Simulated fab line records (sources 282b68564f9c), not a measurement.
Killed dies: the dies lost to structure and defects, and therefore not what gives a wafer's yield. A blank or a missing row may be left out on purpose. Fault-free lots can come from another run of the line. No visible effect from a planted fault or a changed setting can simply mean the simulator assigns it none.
Which tool was responsible? / flow ritCmos / Sampling: 16 lots, 48 wafers, 5 of 202 route steps

## WHAT EACH GAUGE READ, for each wafer
RIT_ACTIVE_THK_MEAS_04. Usual: ACTIVE_NITRIDE_THK typically reads 151.2 nm, with standard deviation 1.4.
lot=L148; measured=day 1 13:32; on=filmMetro-01; ACTIVE_NITRIDE_THK (nm)=152.6 152.0 152.7; flag=
lot=L149; measured=day 1 19:41; on=filmMetro-04; ACTIVE_NITRIDE_THK (nm)=154.7 154.1 153.4; flag=
lot=L151; measured=day 2 04:33; on=filmMetro-04; ACTIVE_NITRIDE_THK (nm)=152.6 151.5 150.9; flag=
lot=L152; measured=day 2 12:22; on=filmMetro-01; ACTIVE_NITRIDE_THK (nm)=152.2 152.7 153.6; flag=
lot=L153; measured=day 2 14:41; on=filmMetro-03; ACTIVE_NITRIDE_THK (nm)=149.8 150.2 150.5; flag=
lot=L154; measured=day 2 21:53; on=filmMetro-03; ACTIVE_NITRIDE_THK (nm)=152.9 152.7 152.9; flag=
lot=L155; measured=day 3 01:14; on=filmMetro-03; ACTIVE_NITRIDE_THK (nm)=151.2 150.2 149.8; flag=
lot=L156; measured=day 3 07:21; on=filmMetro-03; ACTIVE_NITRIDE_THK (nm)=150.8 150.5 149.9; flag=
lot=L158; measured=day 3 15:32; on=filmMetro-01; ACTIVE_NITRIDE_THK (nm)=150.7 149.7 151.2; flag=
lot=L160; measured=day 4 01:34; on=filmMetro-01; ACTIVE_NITRIDE_THK (nm)=151.2 148.9 150.8; flag=
lot=L161; measured=day 4 11:02; on=filmMetro-04; ACTIVE_NITRIDE_THK (nm)=150.9 150.8 150.9; flag=
lot=L164; measured=day 4 23:45; on=filmMetro-03; ACTIVE_NITRIDE_THK (nm)=150.1 150.4 150.9; flag=
lot=L165; measured=day 5 03:49; on=filmMetro-01; ACTIVE_NITRIDE_THK (nm)=151.4 152.4 150.0; flag=
lot=L166; measured=day 5 09:23; on=filmMetro-03; ACTIVE_NITRIDE_THK (nm)=149.0 149.6 148.5; flag=
lot=L167; measured=day 5 12:41; on=filmMetro-01; ACTIVE_NITRIDE_THK (nm)=151.4 151.8 152.3; flag=
lot=L168; measured=day 5 17:47; on=filmMetro-03; ACTIVE_NITRIDE_THK (nm)=150.3 149.5 150.2; flag=

RIT_ACTIVE_CD_MEAS_11: the cd target is 1400 nm. Usual: cdNm at 1399.7 nm, with a standard deviation of 2.4.
lot=L148; measured=day 1 14:34; on=cdSem-01; cdNm (nm)=1399.9 1403.6 1402.6; flag=
lot=L149; measured=day 1 20:44; on=cdSem-01; cdNm (nm)=1397.1 1395.5 1395.9; flag=
lot=L151; measured=day 2 05:36; on=cdSem-01; cdNm (nm)=1398.5 1398.4 1399.9; flag=
lot=L152; measured=day 2 13:16; on=cdSem-01; cdNm (nm)=1399.0 1402.5 1400.1; flag=
lot=L153; measured=day 2 15:45; on=cdSem-01; cdNm (nm)=1400.9 1402.1 1400.2; flag=
lot=L154; measured=day 2 23:02; on=cdSem-01; cdNm (nm)=1399.9 1399.6 1400.9; flag=
lot=L155; measured=day 3 02:09; on=cdSem-01; cdNm (nm)=1402.5 1401.7 1404.9; flag=
lot=L156; measured=day 3 08:16; on=cdSem-01; cdNm (nm)=1394.4 1397.9 1396.8; flag=
lot=L158; measured=day 3 16:34; on=cdSem-01; cdNm (nm)=1397.6 1397.3 1396.0; flag=
lot=L160; measured=day 4 02:30; on=cdSem-02; cdNm (nm)=1396.4 1396.0 1396.7; flag=
lot=L161; measured=day 4 11:58; on=cdSem-02; cdNm (nm)=1400.5 1399.0 1400.8; flag=
lot=L164; measured=day 5 00:41; on=cdSem-01; cdNm (nm)=1422.8 1426.1 1422.9; flag=OFF
lot=L165; measured=day 5 04:44; on=cdSem-01; cdNm (nm)=1420.7 1421.9 1422.3; flag=OFF
lot=L166; measured=day 5 10:28; on=cdSem-01; cdNm (nm)=1401.1 1402.8 1403.3; flag=
lot=L167; measured=day 5 13:46; on=cdSem-02; cdNm (nm)=1416.0 1417.6 1417.5; flag=OFF
lot=L168; measured=day 5 18:42; on=cdSem-01; cdNm (nm)=1411.8 1410.6 1411.1; flag=OFF

RIT_WELLDRIVE_RS_MEAS_02: measurement is done with a four-point probe. Usual: PWELL_RS typically reads 429.4 ohm/sq, with standard deviation 1.3.
lot=L148; measured=day 2 06:45; on=filmMetro-02; PWELL_RS (ohm/sq)=429.3 427.7 428.0; flag=
lot=L149; measured=day 2 11:07; on=filmMetro-01; PWELL_RS (ohm/sq)=427.8 427.9 428.2; flag=
lot=L151; measured=day 2 20:44; on=filmMetro-04; PWELL_RS (ohm/sq)=428.9 429.0 429.7; flag=
lot=L152; measured=day 3 03:43; on=filmMetro-04; PWELL_RS (ohm/sq)=431.2 430.8 432.0; flag=
lot=L153; measured=day 3 08:49; on=filmMetro-02; PWELL_RS (ohm/sq)=428.7 429.1 429.9; flag=
lot=L154; measured=day 3 13:52; on=filmMetro-02; PWELL_RS (ohm/sq)=431.2 431.8 431.7; flag=
lot=L155; measured=day 3 16:29; on=filmMetro-04; PWELL_RS (ohm/sq)=428.7 430.0 429.9; flag=
lot=L156; measured=day 3 21:35; on=filmMetro-01; PWELL_RS (ohm/sq)=430.4 431.1 431.2; flag=
lot=L158; measured=day 4 07:44; on=filmMetro-02; PWELL_RS (ohm/sq)=430.9 430.1 429.4; flag=
lot=L160; measured=day 5 03:04; on=filmMetro-01; PWELL_RS (ohm/sq)=428.2 428.6 427.3; flag=
lot=L161; measured=day 5 07:34; on=filmMetro-04; PWELL_RS (ohm/sq)=429.6 429.5 429.9; flag=
lot=L164; measured=day 5 18:30; on=filmMetro-01; PWELL_RS (ohm/sq)=427.9 427.6 428.5; flag=
lot=L165; measured=day 5 23:12; on=filmMetro-04; PWELL_RS (ohm/sq)=428.4 428.4 428.4; flag=
lot=L166; measured=day 6 01:07; on=filmMetro-04; PWELL_RS (ohm/sq)=431.0 429.6 429.3; flag=
lot=L167; measured=day 6 06:56; on=filmMetro-02; PWELL_RS (ohm/sq)=427.0 426.9 426.8; flag=
lot=L168; measured=day 6 12:00; on=filmMetro-02; PWELL_RS (ohm/sq)=431.4 431.7 430.0; flag=

RIT_GATE_THK_MEAS_09. Usual: GATE_POLY_THK typically reads 250.8 nm, with standard deviation 2.
lot=L148; measured=day 2 13:59; on=filmMetro-02; GATE_POLY_THK (nm)=253.8 255.8 257.3; flag=
lot=L149; measured=day 2 20:29; on=filmMetro-03; GATE_POLY_THK (nm)=255.5 254.3 253.1; flag=
lot=L151; measured=day 3 05:56; on=filmMetro-03; GATE_POLY_THK (nm)=251.5 247.4 251.8; flag=
lot=L152; measured=day 3 11:05; on=filmMetro-02; GATE_POLY_THK (nm)=249.5 247.9 247.0; flag=
lot=L153; measured=day 3 17:19; on=filmMetro-02; GATE_POLY_THK (nm)=249.7 250.9 250.2; flag=
lot=L154; measured=day 3 22:23; on=filmMetro-04; GATE_POLY_THK (nm)=249.9 249.4 251.4; flag=
lot=L155; measured=day 4 00:00; on=filmMetro-02; GATE_POLY_THK (nm)=250.3 247.8 249.2; flag=
lot=L156; measured=day 4 10:53; on=filmMetro-02; GATE_POLY_THK (nm)=250.2 250.9 251.6; flag=
lot=L158; measured=day 4 20:41; on=filmMetro-03; GATE_POLY_THK (nm)=251.2 253.7 253.6; flag=
lot=L160; measured=day 5 13:05; on=filmMetro-02; GATE_POLY_THK (nm)=250.3 249.1 250.7; flag=
lot=L161; measured=day 5 14:35; on=filmMetro-03; GATE_POLY_THK (nm)=252.4 251.3 251.4; flag=
lot=L164; measured=day 6 04:04; on=filmMetro-03; GATE_POLY_THK (nm)=251.5 251.6 251.5; flag=
lot=L165; measured=day 6 05:55; on=filmMetro-02; GATE_POLY_THK (nm)=251.8 252.5 251.5; flag=
lot=L166; measured=day 6 08:47; on=filmMetro-02; GATE_POLY_THK (nm)=251.1 249.9 251.3; flag=
lot=L167; measured=day 6 16:13; on=filmMetro-03; GATE_POLY_THK (nm)=250.3 250.6 251.2; flag=
lot=L168; measured=day 6 19:44; on=filmMetro-03; GATE_POLY_THK (nm)=250.0 249.3 251.0; flag=

## TOOL THAT RAN EACH LOT (tool first, then ch and the chambers of the sampled wafers, then the start)
lot=L148; RIT_ACTIVE_EXPOSE_08=ilineStepper-02 ch 0, day 1 14:10
lot=L149; RIT_ACTIVE_EXPOSE_08=ilineStepper-01 ch 0, day 1 20:20
lot=L151; RIT_ACTIVE_EXPOSE_08=ilineStepper-01 ch 0, day 2 05:12
lot=L152; RIT_ACTIVE_EXPOSE_08=ilineStepper-01 ch 0, day 2 12:52
lot=L153; RIT_ACTIVE_EXPOSE_08=ilineStepper-02 ch 0, day 2 15:21
lot=L154; RIT_ACTIVE_EXPOSE_08=ilineStepper-01 ch 0, day 2 22:38
lot=L155; RIT_ACTIVE_EXPOSE_08=ilineStepper-01 ch 0, day 3 01:45
lot=L156; RIT_ACTIVE_EXPOSE_08=ilineStepper-01 ch 0, day 3 07:52
lot=L158; RIT_ACTIVE_EXPOSE_08=ilineStepper-02 ch 0, day 3 16:10
lot=L160; RIT_ACTIVE_EXPOSE_08=ilineStepper-01 ch 0, day 4 02:06
lot=L161; RIT_ACTIVE_EXPOSE_08=ilineStepper-01 ch 0, day 4 11:33
lot=L164; RIT_ACTIVE_EXPOSE_08=ilineStepper-01 ch 0, day 5 00:17
lot=L165; RIT_ACTIVE_EXPOSE_08=ilineStepper-01 ch 0, day 5 04:20
lot=L166; RIT_ACTIVE_EXPOSE_08=ilineStepper-02 ch 0, day 5 10:02
lot=L167; RIT_ACTIVE_EXPOSE_08=ilineStepper-01 ch 0, day 5 13:22
lot=L168; RIT_ACTIVE_EXPOSE_08=ilineStepper-01 ch 0, day 5 18:18
- RIT_ACTIVE_EXPOSE_08: exposes mask M1, target cd 1400 nm.

## WHAT THE TOOLS THEMSELVES READ (means of the sampled wafers that have a number; where no wafer has one, the mark that the record gives instead)
RIT_ACTIVE_EXPOSE_08. Usual: exposureDoseMJCm2 at 225.49, with a standard deviation of 0.22.
lot=L148 tool=ilineStepper-02 exposureDoseMJCm2=225.58 flag=
lot=L149 tool=ilineStepper-01 exposureDoseMJCm2=225.46 flag=
lot=L151 tool=ilineStepper-01 exposureDoseMJCm2=225.34 flag=
lot=L152 tool=ilineStepper-01 exposureDoseMJCm2=225.72 flag=
lot=L153 tool=ilineStepper-02 exposureDoseMJCm2=225.46 flag=
lot=L154 tool=ilineStepper-01 exposureDoseMJCm2=225.42 flag=
lot=L155 tool=ilineStepper-01 exposureDoseMJCm2=225.25 flag=
lot=L156 tool=ilineStepper-01 exposureDoseMJCm2=225.33 flag=
lot=L158 tool=ilineStepper-02 exposureDoseMJCm2=225.28 flag=
lot=L160 tool=ilineStepper-01 exposureDoseMJCm2=225.52 flag=
lot=L161 tool=ilineStepper-01 exposureDoseMJCm2=225.40 flag=
lot=L164 tool=ilineStepper-01 exposureDoseMJCm2=204.38 flag=OFF
lot=L165 tool=ilineStepper-01 exposureDoseMJCm2=209.12 flag=OFF
lot=L166 tool=ilineStepper-02 exposureDoseMJCm2=225.52 flag=
lot=L167 tool=ilineStepper-01 exposureDoseMJCm2=212.57 flag=OFF
lot=L168 tool=ilineStepper-01 exposureDoseMJCm2=215.08 flag=OFF

## THE ANSWER, worked out from the rows above alone
Rule: a lot is off if the mean of its wafers that have a number lies more than 3 standard deviations from the usual mean. A lot without any number at a reading at which 4 lots or more have one is off too. Where the step has rows for the other lots, those lots are counted as sound. Order of review: gauges by route order, followed by the tools' own readings, for which a lot's mean as printed above is used. The first step at which some lot is off is used, and at that step the reading that is off furthest; a lot without a number counts as furthest.
Off: L164, L165, L167, L168 (RIT_ACTIVE_CD_MEAS_11, cdNm).
A tool fits if, at a process step before that reading, it ran every lot that is off, and no sound lot after the first of them. Not tried: the gauges at RIT_ACTIVE_CD_MEAS_11; whatever is off there is also off at RIT_ACTIVE_EXPOSE_08, on other tools, and gauge error can't account for it. One candidate fits, namely ilineStepper-01 at RIT_ACTIVE_EXPOSE_08. A fault onset in the window from L161 (day 4 11:33, its last sound lot) to L164 (day 5 00:17, its first lot off) fits.
On the lots that are off, the tool's own readings at RIT_ACTIVE_EXPOSE_08 differ by more than 5 times the standard deviation of the sound lots' means, which bears it out; exposureDoseMJCm2 reads 210.29 there versus 225.44 on the sound lots.

## WHAT THE SIMULATOR HAD INSERTED
Process parameters drifting: ilineStepper-01 at RIT_ACTIVE_EXPOSE_08, beginning at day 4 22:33. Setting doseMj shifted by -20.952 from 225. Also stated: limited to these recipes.
Lots struck among those shown: L164, L165, L167, L168. Same finding as the rule above.
